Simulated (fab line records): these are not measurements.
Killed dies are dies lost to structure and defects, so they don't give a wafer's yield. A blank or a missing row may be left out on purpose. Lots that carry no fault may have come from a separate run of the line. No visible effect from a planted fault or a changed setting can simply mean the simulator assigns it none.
The tool behind it: which one? + flow rit cmos + 15 lots, 45 wafers sampled, at 3 steps of a route of 202

WHAT THE GAUGES SHOWED, per wafer
RIT_WELLDRIVE_RS_MEAS_01: measures by four-point-probe. Usual: NWELL_RS 275.7 ohm/sq, standard deviation 0.8.
| lot  | measured    | on            | NWELL_RS (ohm/sq) | flag |
|------|-------------|---------------|-------------------|------|
| L920 | day 2 08:42 | film metro-04 | 276.7 276.3 275.7 |      |
| L921 | day 2 18:41 | film metro-04 | 275.4 275.6 276.0 |      |
| L922 | day 2 18:41 | film metro-02 | 276.7 276.9 276.5 |      |
| L923 | day 3 00:25 | film metro-02 | 275.9 274.5 275.4 |      |
| L924 | day 3 05:44 | film metro-04 | 274.7 275.7 275.1 |      |
| L925 | day 3 09:17 | film metro-04 | 273.1 274.3 274.0 |      |
| L926 | day 3 12:26 | film metro-02 | 277.0 276.5 276.8 |      |
| L927 | day 3 16:35 | film metro-01 | 273.8 275.2 274.0 |      |
| L928 | day 3 21:46 | film metro-04 | 301.5 302.0 301.6 | OFF  |
| L929 | day 4 04:13 | film metro-04 | 301.0 301.1 300.3 | OFF  |
| L930 | day 4 10:55 | film metro-01 | 300.2 300.0 300.3 | OFF  |
| L938 | day 6 08:07 | film metro-04 | 275.5 276.1 275.5 |      |
| L939 | day 6 11:15 | film metro-01 | 276.9 275.9 276.8 |      |
| L940 | day 6 11:16 | film metro-02 | 275.3 275.7 276.2 |      |
| L942 | day 7 01:07 | film metro-01 | 274.7 275.8 274.2 |      |

RIT_WELLDRIVE_RS_MEAS_02: measures by four-point-probe. Usual: PWELL_RS 430.9 ohm/sq, standard deviation 1.3.
| lot  | measured    | on            | PWELL_RS (ohm/sq) | flag |
|------|-------------|---------------|-------------------|------|
| L920 | day 2 08:49 | film metro-04 | 430.9 429.9 430.6 |      |
| L921 | day 2 18:48 | film metro-04 | 431.3 432.4 431.4 |      |
| L922 | day 2 18:48 | film metro-02 | 432.0 432.3 431.0 |      |
| L923 | day 3 00:32 | film metro-02 | 432.1 432.2 431.1 |      |
| L924 | day 3 05:52 | film metro-04 | 432.8 432.8 432.0 |      |
| L925 | day 3 09:25 | film metro-04 | 428.7 431.2 430.3 |      |
| L926 | day 3 12:33 | film metro-02 | 428.7 429.0 429.4 |      |
| L927 | day 3 16:43 | film metro-01 | 429.6 430.2 430.3 |      |
| L928 | day 3 21:53 | film metro-04 | 457.0 458.3 457.3 | OFF  |
| L929 | day 4 04:20 | film metro-04 | 456.5 456.4 456.8 | OFF  |
| L930 | day 4 11:02 | film metro-01 | 454.3 456.1 455.5 | OFF  |
| L938 | day 6 08:14 | film metro-04 | 429.3 430.0 430.2 |      |
| L939 | day 6 11:22 | film metro-01 | 430.9 431.3 430.8 |      |
| L940 | day 6 11:23 | film metro-02 | 434.0 433.3 432.9 |      |
| L942 | day 7 01:14 | film metro-01 | 429.6 431.8 431.4 |      |

TOOL THAT RAN EACH LOT (tool first, then ch and the chambers of the sampled wafers, then the start)
| lot  | RIT_WELLDRIVE_ANNEAL_00      |
|------|------------------------------|
| L920 | furnace-04 ch 0, day 2 03:36 |
| L921 | furnace-01 ch 0, day 2 13:35 |
| L922 | furnace-01 ch 0, day 2 13:35 |
| L923 | furnace-04 ch 0, day 2 19:19 |
| L924 | furnace-04 ch 0, day 3 00:39 |
| L925 | furnace-03 ch 0, day 3 04:11 |
| L926 | furnace-01 ch 0, day 3 07:18 |
| L927 | furnace-04 ch 0, day 3 11:28 |
| L928 | furnace-04 ch 0, day 3 16:41 |
| L929 | furnace-04 ch 0, day 3 23:08 |
| L930 | furnace-04 ch 0, day 4 05:47 |
| L938 | furnace-03 ch 0, day 6 02:59 |
| L939 | furnace-01 ch 0, day 6 06:10 |
| L940 | furnace-01 ch 0, day 6 06:10 |
| L942 | furnace-04 ch 0, day 6 20:01 |
- RIT_WELLDRIVE_ANNEAL_00: time 14700 s.

AS READ BY THE TOOLS THEMSELVES (means over the sampled wafers that have a number; for cases with no such wafer, the mark the record gives instead)
RIT_WELLDRIVE_ANNEAL_00. Usual: 18269 s for run length s, sd 6.9.
| lot  | tool       | run length s (s) | flag |
|------|------------|------------------|------|
| L920 | furnace-04 | 18269            |      |
| L921 | furnace-01 | 18276            |      |
| L922 | furnace-01 | 18273            |      |
| L923 | furnace-04 | 18264            |      |
| L924 | furnace-04 | 18270            |      |
| L925 | furnace-03 | 18261            |      |
| L926 | furnace-01 | 18277            |      |
| L927 | furnace-04 | 18276            |      |
| L928 | furnace-04 | 12401            | OFF  |
| L929 | furnace-04 | 12385            | OFF  |
| L930 | furnace-04 | 12385            | OFF  |
| L938 | furnace-03 | 18252            |      |
| L939 | furnace-01 | 18267            |      |
| L940 | furnace-01 | 18274            |      |
| L942 | furnace-04 | 18269            |      |

THE ANSWER, worked out from the rows above alone
Rule: a lot counts as off when the mean over its wafers that have a number is more than 3 standard deviations away from the usual mean. Also off: a lot with no number at a reading for which 4 or more lots have one. The other lots that the step has rows for count as sound. First the gauges in route order, then the tools' own readings, where a lot's mean is used as printed above. The first step at which some lot is off is used, and at that step the reading that is off furthest; a lot without a number counts as furthest.
Off: L928, L929, L930, at RIT_WELLDRIVE_RS_MEAS_01 (NWELL_RS).
If a tool, at a process step before that reading, ran all the lots that are off and no sound lot after the first of them, it fits. The gauges at RIT_WELLDRIVE_RS_MEAS_01 aren't tried: what is off there is off at RIT_WELLDRIVE_ANNEAL_00 too, on other tools, and a gauge's error can't cause that. None of those tried fits.

WHAT WAS PUT IN BY THE SIMULATOR
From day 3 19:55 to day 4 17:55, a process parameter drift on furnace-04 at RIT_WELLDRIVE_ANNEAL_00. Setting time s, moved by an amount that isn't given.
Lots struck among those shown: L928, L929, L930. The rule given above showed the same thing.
